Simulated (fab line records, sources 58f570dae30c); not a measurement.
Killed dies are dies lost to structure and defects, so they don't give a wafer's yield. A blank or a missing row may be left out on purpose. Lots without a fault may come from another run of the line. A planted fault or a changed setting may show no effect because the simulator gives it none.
fab line records | flow berkeley_cmos170
record lots=7 wafers=21 last_day=12
route steps=331 shown PWELL@44 WELLDRIVE@55
lots that met no fault: from a run of the same line without faults
start_h: hours from the record's first day to the start of the lot's first wafer shown | wait_h: hours since the lot's step before | " the same as in the row above | L1.1+2: a row that stands for several wafers | - no value, or no start given | * or withheld: withheld | < > ~ a bound
route shown NAME@n: a module of which the file shows steps, and the number in the route of the first | usual: mean/standard deviation of fault-free wafers | same: alike in all rows | chamber/n: place in a boat | sites: the reading at each site | _std_site: their standard deviation | _edge_site: outer sites' mean less inner sites' | radius_mm: how far each site lies from the wafer's centre | mask NAME#n: copy n | behind: the tool/chamber that last shaped the wafer | hold: why the lot was held/for how many hours/how that ended | device: the transistor (n, p or np) that didn't switch | end of line: the same wafers' tests at the end of the route | a step without rows: its recipe alone | killed: dies lost to structure and defects at the first sort, not the wafer's yield | map: a wafer's dies, x killed, . not, _ none there
set.NAME: the setting as run; set.NAME@STEP: as run at that earlier step | model.NAME: the simulator's own value behind a step, which no gauge read
lots at some steps of the route; a table a step, a row a wafer
services: from which hour (start_h, from the record's first day; less than 0 if before it) a tool's chamber was out of use, for how many hours, and why
## steps
# step UCB170_PWELL_EXPOSE_10
# recipe mask_id=PWELL target_cd_nm=3000 na=0.5 sigma_outer=0.6 source_shape=conventional dose_mj=19
# step UCB170_PWELL_PEB_11
# recipe peb_temp_c=130 peb_time_s=withheld resist=KrF
# step UCB170_PWELL_DEVELOP_12
# recipe developer=TMAH develop_time_s=45 resist=KrF dev_temp_c=21
# step UCB170_PWELL_OVL_MEAS_13
# usual PWELL_OVL=-1/5.3
# columns lot.wafer tool chamber start_h wait_h PWELL_OVL[nm]
L657.1 overlay-01 - 44.69 - 8
L657.2 " - " " 1
L657.6 " - " " 7
L669.1 overlay-01 - 105.88 - -4
L669.3 " - " " 3
L669.4 " - " " -10
L671.2 overlay-02 - 126.28 - 4
L671.5 " - " " 5
L671.6 " - " " 1
L674.2 overlay-01 - 135.11 - -1
L674.3 " - " " -4
L674.4 " - " " 2
L675.4 overlay-01 - 139.45 - -3
L675.5 " - " " -9
L675.6 " - " " -4
L677.1 overlay-02 - 153.39 - -2
L677.2 " - " " -9
L677.4 " - " " -6
L679.2 overlay-01 - 162.07 - 2
L679.5 " - " " 9
L679.6 " - " " 5
# step UCB170_PWELL_ETCH_14
# recipe chemistry=CH3F/Ar/O2 target=Si3N4 stop_on=SiO2 CH3F_flow_sccm=20 Ar_flow_sccm=50 O2_flow_sccm=7 pressure_mtorr=50 rf_w=450 target_depth_a=2420 over_etch_frac=0.1 time_s=151
# usual chamber_pressure_mTorr=50.00/0.045 drypump_motor_current_A=5.8/0.37 oes_product_au=0.940/0.014 throttle_valve_pct=8.00/0.12
# same over_etch_frac=0.1
# columns lot.wafer tool chamber start_h wait_h chamber_pressure_mTorr drypump_motor_current_A oes_product_au rf_hours_counter_h throttle_valve_pct
L657.1 rie_diel-04 1 44.72 0.0 50.00 6.3 0.921 165 8.01
L657.2 " 3 " " 50.01 5.5 0.927 13 7.98
L657.6 " 1 " " 50.02 6.3 0.931 - 8.05
L669.1 rie_diel-03 1 105.91 0.0 49.95 5.2 0.960 149 7.99
L669.3 " 3 " " 49.96 6.2 0.934 133 7.85
L669.4 " 0 " " 50.01 5.9 0.940 94 8.01
L671.2 rie_diel-04 3 126.31 0.0 50.03 5.5 0.939 17 7.99
L671.5 " 0 " " 50.04 5.4 0.912 - 8.14
L671.6 " 3 " " 49.96 5.6 0.936 - 8.00
L674.2 rie_diel-01 3 135.14 0.0 49.99 6.2 0.927 1 7.91
L674.3 " 1 " " 50.06 6.1 0.936 0 7.85
L674.4 " 2 " " 50.04 5.4 0.944 107 8.02
L675.4 rie_diel-01 3 139.46 0.0 50.02 6.1 0.953 1 7.90
L675.5 " 3 " " 49.99 6.1 0.946 - 7.90
L675.6 " 2 " " 49.92 5.4 0.966 - 8.01
L677.1 rie_diel-03 0 153.43 0.0 49.98 5.9 0.941 96 8.03
L677.2 " 3 " " 50.04 6.2 0.939 135 7.84
L677.4 " 1 " " 49.87 5.2 0.954 151 8.00
L679.2 rie_diel-03 0 162.10 0.0 50.02 5.9 0.945 97 8.02
L679.5 " 2 " " 49.93 5.5 0.969 - 7.98
L679.6 " 3 " " 50.08 6.2 0.936 - 7.84
# step UCB170_PWELL_IMPLANT_15
# recipe species=B dose_cm2=5e+12 energy_kev=60 tilt_deg=7
# step UCB170_PWELL_STRIP_16
# recipe chemistry=O2 power_w=400 pressure_mtorr=3500 platen_temp_c=withheld o2_flow_sccm=400 overash_fraction=0.5
# usual chamber_pressure_mTorr=3500/3.4 drypump_motor_current_A=6.0/0.38 o2_flow_sccm=400.2/1.2 oes_product_au=0.721/0.0044 strip_time_to_endpoint_s=18.10/0.083
# columns lot.wafer tool chamber start_h wait_h chamber_pressure_mTorr drypump_motor_current_A o2_flow_sccm oes_product_au rf_hours_counter_h strip_time_to_endpoint_s
L657.1 plasma_asher-01 1 44.97 0.1 3506 6.3 400.2 0.720 34 18.16
L657.2 " 0 " " 3499 6.1 400.8 0.720 34 18.24
L657.6 " 0 " " 3505 6.1 401.3 0.715 - 18.21
L669.1 plasma_asher-04 1 106.16 0.1 3503 6.4 399.0 0.721 42 17.98
L669.3 " 1 " " 3498 6.5 398.3 0.713 - 18.16
L669.4 " 0 " " 3494 5.3 401.5 0.728 - 18.07
L671.2 plasma_asher-03 0 126.56 0.1 3498 6.3 399.6 0.715 1 18.15
L671.5 " 1 " " 3501 5.5 402.3 0.725 - 18.09
L671.6 " 0 " " 3502 6.3 400.2 0.722 - 18.14
L674.2 plasma_asher-03 1 135.39 0.1 3499 5.5 398.9 0.726 2 18.10
L674.3 " 1 " " 3499 5.5 399.9 0.714 - 18.18
L674.4 " 0 " " 3495 6.3 401.4 0.723 - 18.06
L675.4 plasma_asher-01 1 139.75 0.1 3500 6.3 400.9 0.718 - 18.11
L675.5 " 0 " " 3502 6.1 398.5 0.727 - 18.12
L675.6 " 1 " " 3499 6.3 401.2 0.721 - 18.08
L677.1 plasma_asher-03 0 153.68 0.1 3500 6.3 401.3 0.719 3 18.15
L677.2 " 1 " " 3501 5.5 399.7 0.723 3 18.09
L677.4 " 0 " " 3500 6.3 402.1 0.728 - 18.09
L679.2 plasma_asher-01 0 162.35 0.1 3506 6.2 399.4 0.720 47 18.14
L679.5 " 0 " " 3502 6.1 401.1 0.721 - 18.27
L679.6 " 1 " " 3503 6.3 397.0 0.729 - 18.15
# step UCB170_PWELL_TW_MEAS_17
# usual PWELL_TW=380.1/2.9
# columns lot.wafer tool chamber start_h wait_h PWELL_TW
L657.1 film_metro-03 - 45.07 0.1 380.0
L657.2 " - " " 381.1
L657.6 " - " " 380.2
L669.1 film_metro-01 - 106.26 0.1 382.4
L669.3 " - " " 382.4
L669.4 " - " " 381.3
L671.2 film_metro-03 - 126.67 0.1 377.3
L671.5 " - " " 378.2
L671.6 " - " " 380.1
L674.2 film_metro-03 - 135.50 0.1 378.2
L674.3 " - " " 377.8
L674.4 " - " " 377.2
L675.4 film_metro-03 - 139.84 0.1 375.6
L675.5 " - " " 377.9
L675.6 " - " " 379.5
L677.1 film_metro-03 - 153.78 0.1 374.8
L677.2 " - " " 374.7
L677.4 " - " " 374.0
L679.2 film_metro-01 - 162.46 0.1 381.0
L679.5 " - " " 379.3
L679.6 " - " " 380.0
# step UCB170_PWELL_CLEAN_18
# recipe chemistry=SPM temp_c=120 time_s=600
# step UCB170_PWELL_WET_ETCH_19
# recipe chemistry=H3PO4 target=Si3N4 temp_c=160 time_s=14400
# step UCB170_PWELL_WET_ETCH_20
# recipe chemistry=BOE dilution=5:1 target=SiO2 temp_c=25 time_s=22
# step UCB170_WELLDRIVE_CLEAN_00
# recipe chemistry=SPM temp_c=120 time_s=600
# step UCB170_WELLDRIVE_OXIDATION_01
# recipe temp_c=1100 ambient=O2 target_thk_a=1990 ox_time_s=9000
# usual ox_temp_c=1100.1/0.44 ox_temp_c_max=1105.6/1.3 spike_tc_centre_C=1103.0/1.2 zone_power_load_pct=39/6.1
# columns lot.wafer tool chamber start_h wait_h ox_temp_c ox_temp_c_max spike_tc_centre_C zone_power_load_pct
L657.1 furnace-01 0 59.01 4.6 1099.8 1105.9 1102.3 43
L657.2 " 0 " " 1100.2 1104.2 1104.9 43
L657.6 " 0 " " 1100.0 1105.8 1102.3 43
L669.1 furnace-01 0 115.97 3.5 1100.1 1105.8 1101.8 43
L669.3 " 0 " " 1100.1 1104.5 1105.1 42
L669.4 " 0 " " 1100.3 1105.4 1103.1 43
L671.2 furnace-01 - 139.11 4.3 - - - -
L671.5 " - " " - - - -
L671.6 " - " " - - - -
L674.2 furnace-04 - 145.15 4.4 - - - -
L674.3 " - " " - - - -
L674.4 " - " " - - - -
L675.4 furnace-04 - 145.15 0.6 - - - -
L675.5 " - " " - - - -
L675.6 " - " " - - - -
L677.1 furnace-04 0 161.49 3.3 1100.5 1105.1 1103.8 31
L677.2 " 0 " " 1100.8 1105.8 1104.6 31
L677.4 " 0 " " 1100.6 1104.7 1104.0 31
L679.2 furnace-01 0 170.78 3.4 1099.9 1104.3 1102.9 43
L679.5 " 0 " " 1100.9 1107.5 1103.2 43
L679.6 " 0 " " 1100.3 1105.5 1101.1 43
# step UCB170_WELLDRIVE_ANNEAL_03
# recipe temp_c=1100 time_s=900 ambient=N2
## services
# columns tool chamber start_h hours kind
furnace-01 - 28.02 3.0 pm
rie_diel-03 0 36.21 15.8 repair
plasma_asher-03 - 53.78 2.8 pm
furnace-04 - 54.24 5.0 pm
rie_diel-03 - 54.94 0.5 repair
plasma_asher-04 - 55.00 4.0 repair
rie_diel-03 3 57.43 3.3 repair
plasma_asher-04 - 66.64 2.8 pm
furnace-01 - 69.94 18.8 repair
rie_diel-01 3 72.39 - clean
rie_diel-01 3 72.39 21.4 scheduled_down
rie_diel-01 3 72.39 21.4 vent_cycle
rie_diel-04 1 88.25 - clean
rie_diel-04 3 94.73 2.5 repair
plasma_asher-04 - 95.93 6.5 repair
rie_diel-01 - 96.86 14.6 pm
plasma_asher-03 - 108.75 9.0 pm
plasma_asher-03 0 108.75 9.0 vent_cycle
plasma_asher-03 1 108.75 9.0 vent_cycle
rie_diel-01 - 112.93 2.9 repair
plasma_asher-03 0 117.75 - clean
plasma_asher-03 1 117.75 - clean
rie_diel-01 - 118.62 0.6 repair
rie_diel-04 1 136.93 12.5 repair
## key
first_sign step=UCB170_WELLDRIVE_OXIDATION_01 reading=tool_record direction=missing
effect none on later readings
met_at UCB170_WELLDRIVE_OXIDATION_01
struck_wafers L671.2,L671.5,L671.6,L674.2,L674.3,L674.4,L675.4,L675.5,L675.6
later_rows_left_out L671.2,L671.5,L671.6,L674.2,L674.3,L674.4,L675.4,L675.5,L675.6
sort_left_out L671.2,L671.5,L671.6,L674.2,L674.3,L674.4,L675.4,L675.5,L675.6
tester_left_out L671,L674,L675
onset_between 115.97 139.11
fault kind=skipped_step_whole tool=furnace-01,furnace-04 chamber=- onset_h=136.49 steps=UCB170_WELLDRIVE_OXIDATION_01 scope=struck_lots_only
# tester_left_out: of these lots the tester's yield and bins aren't shown, on N5 and GAA mostly nor the transistor test; their killed dies are dies lost to structure and defects alone, not to doping, threshold or leakage, so they don't give the yield
# sort_left_out: the simulated sort isn't trusted on such a fault, so these wafers' sort isn't shown, and their yield isn't known
# later_rows_left_out: the simulator's readings of these wafers behind a module that went badly wrong aren't trusted and aren't shown, but for the sort
